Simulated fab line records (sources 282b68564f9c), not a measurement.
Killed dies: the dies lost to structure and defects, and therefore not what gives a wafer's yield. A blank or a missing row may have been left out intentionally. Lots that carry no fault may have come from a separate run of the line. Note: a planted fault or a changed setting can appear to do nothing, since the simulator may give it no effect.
Chamber matching ; flow ritCmos ; RIT_SPACER_CLEAN_00 on wetBench-03 has 3 sister chambers
The step cleans in SC1, time 600 s. 14 wafers are shown with their chamber, then 4 later ones without.

== WAFERS, EACH WITH ITS CHAMBER ==
wafer;chamber;runLengthS (s)
L773.4;3;625.7
L773.5;3;625.7
L773.6;3;625.7
L780.3;1;624.4
L780.4;1;624.4
L780.6;1;624.4
L782.1;2;626.5
L782.3;2;626.5
L782.5;2;626.5
L785.2;1;630.7
L785.3;1;630.7
L785.4;1;630.7
L786.1;3;625.9
L786.2;3;625.9

SIGNATURES, as means of the wafers listed above
reading;chamber 1;chamber 2;chamber 3;scatter within a chamber
runLengthS;627.550;626.500;625.780;2.33
Rule: for a wafer and a chamber, the distance is found by dividing, reading by reading, the gap between the wafer's reading and the chamber's mean by the reading's scatter, squaring, summing and taking the root. If the next closest chamber is less than 2 further off than the closest, the wafer can't be placed; otherwise it belongs to the closest. The scatter: take each reading less its chamber's mean, square it, sum over the shown wafers, divide by the number of wafers less the number of chambers, and take the root.

== WAFERS WITH NO CHAMBER GIVEN ==
wafer;runLengthS (s)
L786.4;625.9
L794.1;623.4
L794.2;623.4
L794.3;623.4

== CHAMBER TAKEN BY EACH ==
wafer;from the rows above;in truth
L786.4;can't be placed: 3 or 2 or 1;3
L794.1;can't be placed: 3 or 2 or 1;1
L794.2;can't be placed: 3 or 2 or 1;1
L794.3;can't be placed: 3 or 2 or 1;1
Placed correctly: 0 of 4. Cannot be placed on the basis of these rows: 4; the candidates contain the true chamber in 4. 0 placed wrongly.
